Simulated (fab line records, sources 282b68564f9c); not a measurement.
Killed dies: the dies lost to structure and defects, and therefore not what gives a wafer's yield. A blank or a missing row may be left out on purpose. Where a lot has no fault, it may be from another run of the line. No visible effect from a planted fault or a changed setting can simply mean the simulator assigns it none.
What tool caused it?	flow rit-cmos	Sampling: 14 lots, 42 wafers, 2 of 202 route steps

## WHAT EACH GAUGE READ, for each wafer
RIT_GATE_THK_MEAS_09. Usual: GATE_POLY_THK 247.9 nm, standard deviation 2.1.
lot	measured	on	GATE_POLY_THK (nm)	flag
L667	day 2 11:59	film-metro-01	249.2 246.0 248.4	
L668	day 2 17:19	film-metro-01	249.3 250.2 248.7	
L669	day 2 20:39	film-metro-01	249.5 250.0 248.7	
L670	day 3 03:01	film-metro-04	245.3 245.1 246.6	
L671	day 3 07:47	film-metro-01	249.0 247.1 247.8	
L672	day 3 17:09	film-metro-03	249.6 245.3 246.9	
L673	day 3 23:20	film-metro-04	248.0 246.0 247.1	
L674	day 4 00:57	film-metro-04	248.5 249.5 249.9	
L675	day 4 03:50	film-metro-03	250.5 249.8 251.8	
L677	day 4 15:40	film-metro-01	248.1 246.4 247.6	
L678	day 4 21:59	film-metro-01	251.1 248.9 247.5	
L679	day 5 04:33	film-metro-03	248.5 250.3 248.6	
L687	day 6 15:17	film-metro-01	226.0 225.0 228.3 225.7 225.1 228.3	OFF
L688	day 6 21:19	film-metro-01	224.8 225.9 223.3 224.7 226.0 223.4	OFF

## WHICH TOOL RAN EACH LOT (tool, then ch and the chambers of the sampled wafers, then the start)
lot	RIT_GATE_CVD_08
L667	lpcvd-01 ch 1, day 2 10:22
L668	lpcvd-01 ch 0, day 2 15:43
L669	lpcvd-01 ch 0, day 2 19:01
L670	lpcvd-01 ch 0, day 3 01:23
L671	lpcvd-01 ch 0, day 3 06:10
L672	lpcvd-01 ch 0, day 3 15:32
L673	lpcvd-01 ch 0, day 3 21:43
L674	lpcvd-01 ch 1, day 3 23:19
L675	lpcvd-02 ch 1, day 4 02:11
L677	lpcvd-02 ch 1, day 4 14:03
L678	lpcvd-01 ch 0, day 4 20:22
L679	lpcvd-01 ch 1, day 5 02:56
L687	lpcvd-01 ch 0, day 6 13:41
L688	lpcvd-01 ch 0, day 6 19:41
- RIT_GATE_CVD_08: deposits poly-Si from SiH4, target thk 250 nm, time 2220 s.

## AS READ BY THE TOOLS THEMSELVES (means over the sampled wafers that have a number; for cases with no such wafer, the mark the record gives instead)
RIT_GATE_CVD_08. Usual: spike-tc-centre-C 612.5 C, standard deviation 1.3; spike-tc-load-C 630.2 C, standard deviation 1.5; susceptor-temp-C 609.99 C, standard deviation 0.28.
lot	tool	spike-tc-centre-C (C)	spike-tc-load-C (C)	susceptor-temp-C (C)	flag
L667	lpcvd-01	612.4	627.3	610.18	
L668	lpcvd-01	613.7	630.6	609.83	
L669	lpcvd-01	613.9	630.3	609.84	
L670	lpcvd-01	613.7	630.9	610.13	
L671	lpcvd-01	613.6	629.9	610.24	
L672	lpcvd-01	613.1	630.8	609.74	
L673	lpcvd-01	611.8	630.8	609.74	
L674	lpcvd-01	612.7	627.3	610.56	
L675	lpcvd-02	610.9	630.0	610.11	
L677	lpcvd-02	611.6	629.2	609.99	
L678	lpcvd-01	612.7	630.6	609.83	
L679	lpcvd-01	611.8	628.3	610.20	
L687	lpcvd-01	608.4	626.7	605.96	OFF
L688	lpcvd-01	608.1	625.7	605.72	OFF

## THE ANSWER, worked out from the rows above alone
Rule: a lot counts as off when the mean over its wafers that have a number is more than 3 standard deviations away from the usual mean. A lot without any number at a reading at which 4 lots or more have one is off too. Where the step has rows for the other lots, those lots are counted as sound. After the gauges, taken in route order, come the tools' own readings; for these a lot's mean is taken, as printed above. At the first step where some lot is off, the reading lying furthest off is the one used; lots without a number count as furthest.
Off: L687, L688, seen at RIT_GATE_THK_MEAS_09 (GATE_POLY_THK).
A tool fits if, at a process step before that reading, it ran every lot that is off, and no sound lot after the first of them. The gauges at RIT_GATE_THK_MEAS_09 aren't tried: what is off there is off at RIT_GATE_CVD_08 too, on other tools, and a gauge's error can't cause that. One fits: lpcvd-01 at RIT_GATE_CVD_08. Its last sound lot is L679 (day 5 02:56), its first lot that is off L687 (day 6 13:41): a fault that began between those two fits.
The tool's own readings at RIT_GATE_CVD_08 bear it out: on the lots that are off they differ by more than 5 times the standard deviation of the sound lots' means. susceptor-temp-C reads 605.84 C there against 610.03 C on the sound lots.

## WHAT THE SIMULATOR PUT IN
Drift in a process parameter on lpcvd-01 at RIT_GATE_CVD_08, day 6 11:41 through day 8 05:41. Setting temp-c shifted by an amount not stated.
Struck lots among those shown: L687, L688. The rule above found the same.
